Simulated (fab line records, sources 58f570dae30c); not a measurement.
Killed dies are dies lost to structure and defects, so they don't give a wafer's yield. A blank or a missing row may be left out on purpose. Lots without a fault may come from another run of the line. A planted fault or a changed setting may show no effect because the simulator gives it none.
fab line records | flow berkeley_cmos170
record lots=5 wafers=23
route steps=331 shown NSD@188 PLDD@208 SILICIDE@211 CONTACT@217 M1@242 V1@264
start_h: hours from the record's first day to the start of the lot's first wafer shown | wait_h: hours since the lot's step before | " the same as in the row above | L1.1+2: a row that stands for several wafers | - no value, or no start given | * or withheld: withheld | < > ~ a bound
route shown NAME@n: a module of which the file shows steps, and the number in the route of the first | usual: mean/standard deviation of fault-free wafers | same: alike in all rows | chamber/n: place in a boat | sites: the reading at each site | _std_site: their standard deviation | _edge_site: outer sites' mean less inner sites' | radius_mm: how far each site lies from the wafer's centre | mask NAME#n: copy n | behind: the tool/chamber that last shaped the wafer | hold: why the lot was held/for how many hours/how that ended | device: the transistor (n, p or np) that didn't switch | end of line: the same wafers' tests at the end of the route | a step without rows: its recipe alone | killed: dies lost to structure and defects at the first sort, not the wafer's yield | map: a wafer's dies, x killed, . not, _ none there
set.NAME: the setting as run; set.NAME@STEP: as run at that earlier step | model.NAME: the simulator's own value behind a step, which no gauge read
lots whose settings were changed on purpose; a table a step, a row a wafer
## steps
# step UCB170_NSD_COAT_01
# recipe resist=KrF spin_rpm=1500 resist_thk_nm=900
# columns lot.wafer tool chamber start_h wait_h set.resist_thk_nm model.KrF_of_NSD_COAT_01.thk_nm
L078.1 litho_track-03 0 167.41 0.1 923 922.1
L078.2 " 0 " " 900 902.2
L078.3 " 0 " " 900 902.4
L078.5 " 0 " " 923 923.2
L078.6 " 0 " " 900 900.2
L075.1 litho_track-04 0 167.68 0.1 865.9 864.1
L075.2 " 0 " " 900 898
L075.4 " 0 " " 900 895.6
L075.5 " 0 " " 900 894.8
L075.6 " 0 " " 865.9 861.1
L081.1 litho_track-04 0 193.65 0.1 900 900.3
L081.2 " 0 " " 900 901.7
L081.3 " 0 " " 900 900.8
L081.4 " 0 " " 900 902.4
L081.5 " 0 " " 900 902.2
L080.1 litho_track-01 0 193.66 0.1 900 902.7
L080.3 " 0 " " 900 899.2
L080.6 " 0 " " 900 899.6
L083.1 litho_track-04 0 204.34 0.1 900 898
L083.2 " 0 " " 900 898.2
L083.3 " 0 " " 900 895.3
L083.4 " 0 " " 900 895.9
L083.5 " 0 " " 900 895.1
# step UCB170_NSD_SOFTBAKE_02
# recipe resist=KrF temp_c=130 time_s=60
# step UCB170_NSD_EXPOSE_03
# recipe mask_id=NSELECT_MOD na=0.5 sigma_outer=0.6 source_shape=conventional target_cd_nm=1200 dose_mj=30
# step UCB170_NSD_IMPLANT_08
# recipe species=P dose_cm2=3e+15 energy_kev=40 tilt_deg=7
# step UCB170_NSD_STRIP_09
# recipe chemistry=O2 power_w=400 pressure_mtorr=3500 platen_temp_c=withheld o2_flow_sccm=400 overash_fraction=0.5
# usual strip_time_to_endpoint_s=35.80/0.078
# columns lot.wafer tool chamber start_h wait_h set.resist_thk_nm@NSD_COAT_01 strip_time_to_endpoint_s
L078.1 plasma_asher-03 0 168.84 0.1 923 36.26
L078.2 " 1 " " 900 35.78
L078.3 " 1 " " 900 35.84
L078.5 " 0 " " 923 36.31
L078.6 " 1 " " 900 35.77
L075.1 plasma_asher-04 0 169.01 0.1 865.9 34.98
L075.2 " 1 " " 900 35.83
L075.4 " 1 " " 900 35.75
L075.5 " 0 " " 900 35.71
L075.6 " 1 " " 865.9 34.91
L081.1 plasma_asher-04 0 194.77 0.1 900 35.81
L081.2 " 1 " " 900 35.88
L081.3 " 0 " " 900 35.78
L081.4 " 1 " " 900 35.91
L081.5 " 1 " " 900 35.84
L080.1 plasma_asher-01 1 195.03 0.1 900 35.93
L080.3 " 0 " " 900 35.79
L080.6 " 0 " " 900 35.86
L083.1 plasma_asher-03 0 205.64 0.1 900 35.79
L083.2 " 1 " " 900 35.81
L083.3 " 0 " " 900 35.73
L083.4 " 1 " " 900 35.74
L083.5 " 0 " " 900 35.73
# step UCB170_NSD_CLEAN_11
# recipe chemistry=SPM temp_c=120 time_s=600
# step UCB170_SDANNEAL_RS_MEAS_04
# recipe thk_meas_gauge=four-point-probe
# usual PLDD_RS=1031/3
# columns lot.wafer tool chamber start_h wait_h set.dose_cm2@PLDD_IMPLANT_08 PLDD_RS[ohm/sq]
L078.1 film_metro-03 - 170.36 0.1 4.892e+13 1044
L078.2 " - " " 4.892e+13 1048
L078.3 " - " " 5e+13 1033
L078.5 " - " " 5e+13 1034
L078.6 " - " " 5e+13 1034
L075.1 film_metro-04 - 170.64 0.1 4.686e+13 1057
L075.2 " - " " 5e+13 1030
L075.4 " - " " 5e+13 1029
L075.5 " - " " 4.686e+13 1057
L075.6 " - " " 4.686e+13 1053
L081.1 film_metro-04 - 196.38 0.1 5e+13 1030
L081.2 " - " " 5.258e+13 1010
L081.3 " - " " 5.258e+13 1012
L081.4 " - " " 5e+13 1028
L081.5 " - " " 5e+13 1032
L080.1 film_metro-01 - 196.83 0.1 5e+13 1028
L080.3 " - " " 5e+13 1025
L080.6 " - " " 5e+13 1025
L083.1 film_metro-01 - 207.07 0.1 5.186e+13 1020
L083.2 " - " " 5.186e+13 1016
L083.3 " - " " 5e+13 1034
L083.4 " - " " 5e+13 1035
L083.5 " - " " 5e+13 1031
# step UCB170_SILICIDE_SPUTTER_01
# recipe material=Ti target_thk_nm=30 time_s=25 power_w=1500 chamber_pressure_pa=0.5
# columns lot.wafer tool chamber start_h wait_h set.power_w model.Ti_of_SILICIDE_SPUTTER_01.thk_nm
L078.1 pvd_sputter-03 - 170.67 0.0 1500 29.87
L078.2 " - " " 1500 30.08
L078.3 " - " " 1500 29.91
L078.5 " - " " 1500 30.1
L078.6 " - " " 1500 30.13
L075.1 pvd_sputter-04 - 170.95 0.0 1324 26.57
L075.2 " - " " 1500 29.98
L075.4 " - " " 1324 26.48
L075.5 " - " " 1324 26.44
L075.6 " - " " 1500 30.07
L081.1+3 pvd_sputter-02 - 196.68 0.0 1500 30.1
L081.2 " - " " 1500 30.12
L081.4 " - " " 1500 30.21
L081.5 " - " " 1500 30.06
L080.1 pvd_sputter-03 - 197.13 0.0 1500 29.65
L080.3+6 " - " " 1500 29.74
L083.1 pvd_sputter-02 - 207.38 0.0 1500 30.62
L083.2+4 " - " " 1453 29.61
L083.3 " - " " 1500 30.64
L083.5 " - " " 1453 29.74
# step UCB170_SILICIDE_RS_MEAS_02
# recipe thk_meas_gauge=four-point-probe reads=Ti_of_SILICIDE_SPUTTER_01
# usual SILICIDE_TI_RS=26.1/0.31
# columns lot.wafer tool chamber start_h wait_h set.power_w@SILICIDE_SPUTTER_01 SILICIDE_TI_RS[ohm/sq]
L078.1 film_metro-02 - 170.86 0.2 1500 26.4
L078.2 " - " " 1500 26.2
L078.3 " - " " 1500 26.4
L078.5 " - " " 1500 26.2
L078.6 " - " " 1500 26.2
L075.1 film_metro-01 - 171.03 0.1 1324 30.3
L075.2 " - " " 1500 26.2
L075.4 " - " " 1324 30.3
L075.5 " - " " 1324 30.5
L075.6 " - " " 1500 26.1
L081.1 film_metro-02 - 196.71 0.0 1500 26.0
L081.2 " - " " 1500 26.0
L081.3 " - " " 1500 26.1
L081.4 " - " " 1500 25.9
L081.5 " - " " 1500 26.1
L080.1 film_metro-04 - 197.16 0.0 1500 26.4
L080.3 " - " " 1500 26.3
L080.6 " - " " 1500 26.4
L083.1 film_metro-01 - 207.42 0.0 1500 25.4
L083.2 " - " " 1453 26.5
L083.3 " - " " 1500 25.4
L083.4 " - " " 1453 26.5
L083.5 " - " " 1453 26.4
# step UCB170_SILICIDE_THK_MEAS_03
# recipe thk_meas_gauge=xrf reads=Ti_of_SILICIDE_SPUTTER_01
# usual SILICIDE_TI_THK=30.50/0.29
# columns lot.wafer tool chamber start_h wait_h set.power_w@SILICIDE_SPUTTER_01 SILICIDE_TI_THK[nm]
L078.1 film_metro-02 - 170.98 0.1 1500 30.40
L078.2 " - " " 1500 30.55
L078.3 " - " " 1500 30.44
L078.5 " - " " 1500 30.66
L078.6 " - " " 1500 30.67
L075.1 film_metro-01 - 171.15 0.1 1324 26.86
L075.2 " - " " 1500 30.34
L075.4 " - " " 1324 26.73
L075.5 " - " " 1324 26.79
L075.6 " - " " 1500 30.44
L081.1 film_metro-02 - 196.83 0.1 1500 30.53
L081.2 " - " " 1500 30.41
L081.3 " - " " 1500 30.66
L081.4 " - " " 1500 30.89
L081.5 " - " " 1500 30.36
L080.1 film_metro-04 - 197.28 0.1 1500 30.17
L080.3 " - " " 1500 30.13
L080.6 " - " " 1500 30.26
L083.1 film_metro-01 - 207.54 0.1 1500 30.96
L083.2 " - " " 1453 29.89
L083.3 " - " " 1500 30.98
L083.4 " - " " 1453 29.95
L083.5 " - " " 1453 29.92
# step UCB170_CONTACT_CVD_01
# recipe material=PSG target_thk_nm=700 temp_c=450 precursor=SiH4/O2/PH3 time_s=2820 pressure_mtorr=300 sih4_flow_sccm=60 o2_flow_sccm=90 ph3_flow_sccm=25
# columns lot.wafer tool chamber start_h wait_h set.sih4_flow_sccm model.PSG_of_CONTACT_CVD_01.thk_nm
L075.1 - - - 1.2 65.88 729.5
L075.2 " - " " 65.88 725.2
L075.4 " - " " 65.88 732.8
L075.5 " - " " 65.88 730.5
L075.6 " - " " 65.88 726.6
L078.1 - - - 1.4 51.37 670.3
L078.2 " - " " 51.37 672.5
L078.3 " - " " 51.37 669.3
L078.5 " - " " 51.37 672.6
L078.6 " - " " 51.37 671.2
L081.1 - - - 0.0 60 708.8
L081.2 " - " " 60 708.7
L081.3 " - " " 60 711.2
L081.4 " - " " 60 711.1
L081.5 " - " " 60 707.3
L080.1 lpcvd-02 0 198.95 1.3 60 701.8
L080.3 " 0 " " 60 702.7
L080.6 " 0 " " 60 706
L083.1 - - - 0.0 63.49 722.3
L083.2 " - " " 63.49 716.5
L083.3 " - " " 63.49 723.8
L083.4 " - " " 63.49 721.4
L083.5 " - " " 63.49 726.3
# step UCB170_CONTACT_THK_MEAS_02
# recipe reads=PSG_of_CONTACT_CVD_01
# usual CONTACT_PSG_THK=703/4.6
# columns lot.wafer tool chamber start_h wait_h set.sih4_flow_sccm@CONTACT_CVD_01 CONTACT_PSG_THK[nm]
L075.1 film_metro-03 - - - 65.88 729
L075.2 " - " " 65.88 725
L075.4 " - " " 65.88 732
L075.5 " - " " 65.88 731
L075.6 " - " " 65.88 727
L078.1 film_metro-01 - - - 51.37 670
L078.2 " - " " 51.37 672
L078.3 " - " " 51.37 670
L078.5 " - " " 51.37 673
L078.6 " - " " 51.37 671
L081.1 film_metro-02 - - - 60 710
L081.2 " - " " 60 709
L081.3 " - " " 60 711
L081.4 " - " " 60 711
L081.5 " - " " 60 708
L080.1 film_metro-02 - 200.73 0.0 60 702
L080.3 " - " " 60 703
L080.6 " - " " 60 706
L083.1 film_metro-03 - - - 63.49 722
L083.2 " - " " 63.49 717
L083.3 " - " " 63.49 724
L083.4 " - " " 63.49 722
L083.5 " - " " 63.49 726
# step UCB170_CONTACT_ETCH_18
# recipe chemistry=CHF3/CF4/Ar target=PSG stop_on=TiSi2 CHF3_flow_sccm=45 cf4_flow_sccm=15 Ar_flow_sccm=150 pressure_mtorr=200 rf_w=700 target_depth_a=8400 over_etch_frac=0.2 time_s=195
# columns lot.wafer tool chamber start_h wait_h set.rf_w set.sih4_flow_sccm@CONTACT_CVD_01 model.etch.depth_nm model.CONTACT.feature_depth_nm
L078.1 rie_diel-02 2 - - 755.8 51.37 670.3 670.3
L078.2 " 1 " " 700 51.37 - 672.5
L078.3 " 0 " " 755.8 51.37 - 669.3
L078.5 " 1 " " 700 51.37 672.6 672.6
L078.6 " 2 " " 700 51.37 671.2 671.2
L075.1 rie_diel-04 2 - - 700 65.88 - 729.5
L075.2 " 0 " " 700 65.88 - 725.2
L075.4 " 2 " " 700 65.88 732.8 732.8
L075.5 " 0 " " 700 65.88 730.5 730.5
L075.6 " 1 " " 700 65.88 726.6 726.6
L081.1 rie_diel-03 3 - - 700 60 708.8 708.8
L081.2 " 2 " " 627.9 60 708.7 708.7
L081.3 " 0 " " 700 60 711.2 711.2
L081.4 " 1 " " 700 60 711.1 711.1
L081.5 " 1 " " 627.9 60 707.3 707.3
L080.1 rie_diel-02 0 - - 700 60 701.8 701.8
L080.3 " 3 " " 700 60 702.7 702.7
L080.6 " 1 " " 700 60 706 706
L083.1 rie_diel-02 0 - - 700 63.49 722.3 722.3
L083.2 " 2 " " 623.6 63.49 716.5 716.5
L083.3 " 3 " " 700 63.49 723.8 723.8
L083.4 " 1 " " 700 63.49 721.4 721.4
L083.5 " 3 " " 623.6 63.49 726.3 726.3
# step UCB170_M1_COAT_04
# recipe resist=KrF spin_rpm=1500 resist_thk_nm=900
# columns lot.wafer tool chamber start_h wait_h set.resist_thk_nm model.KrF_of_M1_COAT_04.thk_nm
L078.1 litho_track-01 0 - - 854.3 853.7
L078.2 " 0 " " 900 897.3
L078.3 " 0 " " 854.3 851.4
L078.5 " 0 " " 900 897.1
L078.6 " 0 " " 854.3 851.1
L075.1 litho_track-02 0 - - 900 904.6
L075.2 " 0 " " 900 902.5
L075.4 " 0 " " 929.2 935.2
L075.5 " 0 " " 900 904.7
L075.6 " 0 " " 929.2 930.7
L081.1 litho_track-02 0 - - 900 900.1
L081.2 " 0 " " 900 901.9
L081.3 " 0 " " 900 902.9
L081.4 " 0 " " 900 900
L081.5 " 0 " " 900 901.3
L080.1 litho_track-01 0 - - 900 898.2
L080.3 " 0 " " 900 897.2
L080.6 " 0 " " 900 897.8
L083.1 litho_track-01 0 - - 900 900.3
L083.2 " 0 " " 900 902.2
L083.3 " 0 " " 900 902.4
L083.4 " 0 " " 900 901.8
L083.5 " 0 " " 900 899.6
# step UCB170_M1_SOFTBAKE_05
# recipe resist=KrF temp_c=130 time_s=60
# step UCB170_M1_EXPOSE_06
# recipe mask_id=METAL1 target_cd_nm=700 na=0.5 sigma_outer=0.6 source_shape=conventional dose_mj=21
# step UCB170_M1_ETCH_11
# recipe chemistry=N2/H2 target_depth_a=withheld overetch_a=withheld target=BARC time_s=withheld source_w=500 bias_w=100 pressure_mtorr=30 n2_flow_sccm=100 h2_flow_sccm=200
# step UCB170_M1_METAL_ETCH_12
# recipe chemistry=Cl2/BCl3 target=Al stop_on=PSG pressure_mtorr=12 target_depth_a=7800 over_etch_frac=0.3 time_s=130 icp_w=600 bias_w=120 Cl2_flow_sccm=90 bcl3_flow_sccm=45
# columns lot.wafer tool chamber start_h wait_h set.sih4_flow_sccm@CONTACT_CVD_01 set.resist_thk_nm@M1_COAT_04 model.KrF_of_M1_COAT_04.thk_nm model.PSG_of_CONTACT_CVD_01.thk_nm
L078.1 rie_metal-03 1 178.83 - 51.37 854.3 385.7 632.4
L078.2 " 0 " " 51.37 900 432.5 635.1
L078.3 " 1 " " 51.37 854.3 379.3 631
L078.5 " 0 " " 51.37 900 430.3 635
L078.6 " 1 " " 51.37 854.3 381.1 633.1
L075.1 rie_metal-02 0 179.23 - 65.88 900 450.3 692.6
L075.2 " 1 " " 65.88 900 439.1 687.3
L075.4 " 0 " " 65.88 929.2 479.5 695.9
L075.5 " 1 " " 65.88 900 441.2 692.5
L075.6 " 0 " " 65.88 929.2 475.2 689.7
L081.1 rie_metal-01 0 202.70 - 60 900 435.1 671.1
L081.2 " 1 " " 60 900 429.1 670.4
L081.3 " 1 " " 60 900 430.6 672.8
L081.4 " 0 " " 60 900 433.7 673.3
L081.5 " 0 " " 60 900 433.7 669.4
L080.1 rie_metal-02 0 204.81 - 60 900 439.6 664.7
L080.3 " 1 " " 60 900 430.1 664.8
L080.6 " 0 " " 60 900 442.1 669
L083.1 rie_metal-03 1 213.84 - 63.49 900 433.9 684.4
L083.2 " 0 " " 63.49 900 435.7 678.9
L083.3 " 0 " " 63.49 900 434.1 686.1
L083.4 " 1 " " 63.49 900 432.4 683.4
L083.5 " 1 " " 63.49 900 430.7 688.3
# step UCB170_V1_PEB_10
# recipe peb_temp_c=130 peb_time_s=withheld resist=KrF
# columns lot.wafer tool chamber start_h wait_h set.peb_temp_c
L078.1+2 litho_track-03 0 183.25 0.3 127.9
L078.3+5+6 " 0 " " 130
L075.1+2+4+5+6 litho_track-01 0 183.41 0.2 130
L081.1+2+3+4+5 litho_track-01 0 206.16 0.2 130
L080.1+3+6 litho_track-03 0 207.98 0.1 130
L083.1+2+4 litho_track-01 0 217.26 0.1 130
L083.3+5 " 0 " " 128.3
# step UCB170_V1_DEVELOP_11
# recipe developer=TMAH develop_time_s=45 resist=KrF dev_temp_c=21
# columns lot.wafer tool chamber start_h wait_h set.develop_time_s
L078.1+2+3+5+6 litho_track-03 0 - - 45
L075.1+5 litho_track-01 0 - - 45
L075.2+4+6 " 0 " " 39.85
L081.1+4 litho_track-01 0 - - 39.36
L081.2+3+5 " 0 " " 45
L080.1+3+6 litho_track-03 0 - - 45
L083.1+5 litho_track-01 0 - - 45
L083.2+3+4 " 0 " " 39.5
# step UCB170_V1_CD_MEAS_12
# recipe target_cd_nm=700
# usual cd_nm=700.2/1.4
# columns lot.wafer tool chamber start_h wait_h set.peb_temp_c@V1_PEB_10 cd_nm
L078.1 cd_sem-02 - 183.53 - 127.9 685.7
L078.2 " - " " 127.9 687.0
L078.3 " - " " 130 701.7
L078.5 " - " " 130 700.3
L078.6 " - " " 130 700.5
L075.1 cd_sem-02 - 183.68 - 130 701.8
L075.2 " - " " 130 701.0
L075.4 " - " " 130 701.0
L075.5 " - " " 130 703.2
L075.6 " - " " 130 700.8
L081.1 cd_sem-01 - 206.43 - 130 699.7
L081.2 " - " " 130 700.9
L081.3 " - " " 130 699.0
L081.4 " - " " 130 699.4
L081.5 " - " " 130 698.9
L080.1 cd_sem-02 - 208.26 - 130 701.2
L080.3 " - " " 130 699.1
L080.6 " - " " 130 701.5
L083.1 cd_sem-01 - 217.53 - 130 700.9
L083.2 " - " " 130 701.1
L083.3 " - " " 128.3 688.3
L083.4 " - " " 130 700.0
L083.5 " - " " 128.3 689.3
# step UCB170_V1_ETCH_14
# recipe chemistry=CHF3/CF4/Ar target=SiO2 stop_on=Al CHF3_flow_sccm=45 cf4_flow_sccm=15 Ar_flow_sccm=150 pressure_mtorr=200 rf_w=700 target_depth_a=12500 over_etch_frac=0.25 time_s=291
# columns lot.wafer tool chamber start_h wait_h set.peb_temp_c@V1_PEB_10 model.V1.cd_nm
L078.1 rie_diel-01 3 183.68 0.0 127.9 685.6
L078.2 " 2 " " 127.9 686.2
L078.3 " 1 " " 130 701.8
L078.5 " 1 " " 130 700.2
L078.6 " 0 " " 130 699.9
L075.1 rie_diel-02 1 183.84 0.0 130 701.8
L075.2+4 " 0,3 " " 130 700.6
L075.5 " 0 " " 130 703
L075.6 " 1 " " 130 700.1
L081.1 rie_diel-02 1 206.59 0.0 130 699.2
L081.2 " 0 " " 130 700.8
L081.3 " 2 " " 130 699.4
L081.4 " 3 " " 130 699.8
L081.5 " 2 " " 130 698.8
L080.1 rie_diel-02 2 208.42 0.0 130 701.5
L080.3 " 1 " " 130 698.7
L080.6 " 0 " " 130 701.2
L083.1 rie_diel-02 1 217.69 0.0 130 700.5
L083.2 " 3 " " 130 700.6
L083.3 " 2 " " 128.3 688.8
L083.4 " 0 " " 130 700.4
L083.5 " 3 " " 128.3 689.4
# step UCB170_V1_STRIP_15
# recipe chemistry=O2 power_w=400 pressure_mtorr=3500 platen_temp_c=withheld o2_flow_sccm=400 overash_fraction=0.5
# step UCB170_V1_CD_MEAS_90
# recipe target_cd_nm=700
# usual cd_nm=700.0/1.6
# columns lot.wafer tool chamber start_h wait_h set.peb_temp_c@V1_PEB_10 cd_nm
L078.1 cd_sem-01 - 183.96 0.1 127.9 685.4
L078.2 " - " " 127.9 686.1
L078.3 " - " " 130 701.4
L078.5 " - " " 130 700.1
L078.6 " - " " 130 699.8
L075.1 cd_sem-01 - 184.12 0.1 130 701.8
L075.2 " - " " 130 701.1
L075.4 " - " " 130 700.2
L075.5 " - " " 130 703.1
L075.6 " - " " 130 700.1
L081.1 cd_sem-02 - 206.87 0.1 130 699.4
L081.2 " - " " 130 700.8
L081.3 " - " " 130 699.1
L081.4 " - " " 130 699.9
L081.5 " - " " 130 698.6
L080.1 cd_sem-01 - 208.69 0.1 130 701.6
L080.3 " - " " 130 699.0
L080.6 " - " " 130 701.3
L083.1 cd_sem-02 - 217.97 0.1 130 700.1
L083.2 " - " " 130 700.9
L083.3 " - " " 128.3 688.6
L083.4 " - " " 130 700.3
L083.5 " - " " 128.3 689.4
## key
split step=UCB170_NSD_COAT_01 setting=resist_thk_nm stated=900 by=wafer
response step=UCB170_NSD_COAT_01 reading=model.KrF_of_NSD_COAT_01.thk_nm change=+8.67 per=1% r=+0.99
response step=UCB170_NSD_STRIP_09 reading=strip_time_to_endpoint_s change=* per=1% r=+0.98
split step=UCB170_SILICIDE_SPUTTER_01 setting=power_w stated=1500 by=wafer
response step=UCB170_SILICIDE_SPUTTER_01 reading=model.Ti_of_SILICIDE_SPUTTER_01.thk_nm change=+0.302 per=1% r=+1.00
response step=UCB170_SILICIDE_RS_MEAS_02 reading=SILICIDE_TI_RS change=-0.357 per=1% r=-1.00
response step=UCB170_SILICIDE_THK_MEAS_03 reading=SILICIDE_TI_THK change=+0.308 per=1% r=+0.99
split step=UCB170_CONTACT_CVD_01 setting=sih4_flow_sccm stated=60 by=lot
response step=UCB170_CONTACT_CVD_01 reading=model.PSG_of_CONTACT_CVD_01.thk_nm change=+2.43 per=1% r=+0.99
response step=UCB170_CONTACT_THK_MEAS_02 reading=CONTACT_PSG_THK change=+2.43 per=1% r=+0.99
response step=UCB170_CONTACT_ETCH_18 reading=model.etch.depth_nm change=+2.46 per=1% r=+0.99
response step=UCB170_CONTACT_ETCH_18 reading=model.CONTACT.feature_depth_nm change=+2.43 per=1% r=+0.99
response step=UCB170_M1_METAL_ETCH_12 reading=model.PSG_of_CONTACT_CVD_01.thk_nm change=+2.45 per=1% r=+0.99
split step=UCB170_CONTACT_ETCH_18 setting=rf_w stated=700 by=wafer
response none clear
split step=UCB170_M1_COAT_04 setting=resist_thk_nm stated=900 by=wafer
response step=UCB170_M1_COAT_04 reading=model.KrF_of_M1_COAT_04.thk_nm change=+8.91 per=1% r=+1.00
response step=UCB170_M1_METAL_ETCH_12 reading=model.KrF_of_M1_COAT_04.thk_nm change=+9.93 per=1% r=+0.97
split step=UCB170_V1_PEB_10 setting=peb_temp_c stated=130 by=wafer
response step=UCB170_V1_CD_MEAS_12 reading=cd_nm change=+9.03 per=1% r=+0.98
response step=UCB170_V1_ETCH_14 reading=model.V1.cd_nm change=+8.98 per=1% r=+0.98
response step=UCB170_V1_CD_MEAS_90 reading=cd_nm change=+8.95 per=1% r=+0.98
split step=UCB170_V1_DEVELOP_11 setting=develop_time_s stated=45 by=wafer
response none clear
split outside_this_file step=UCB170_PLDD_IMPLANT_08 setting=dose_cm2
# split outside_this_file: this setting was split too, and the file shows its column; the key of that split is in another file
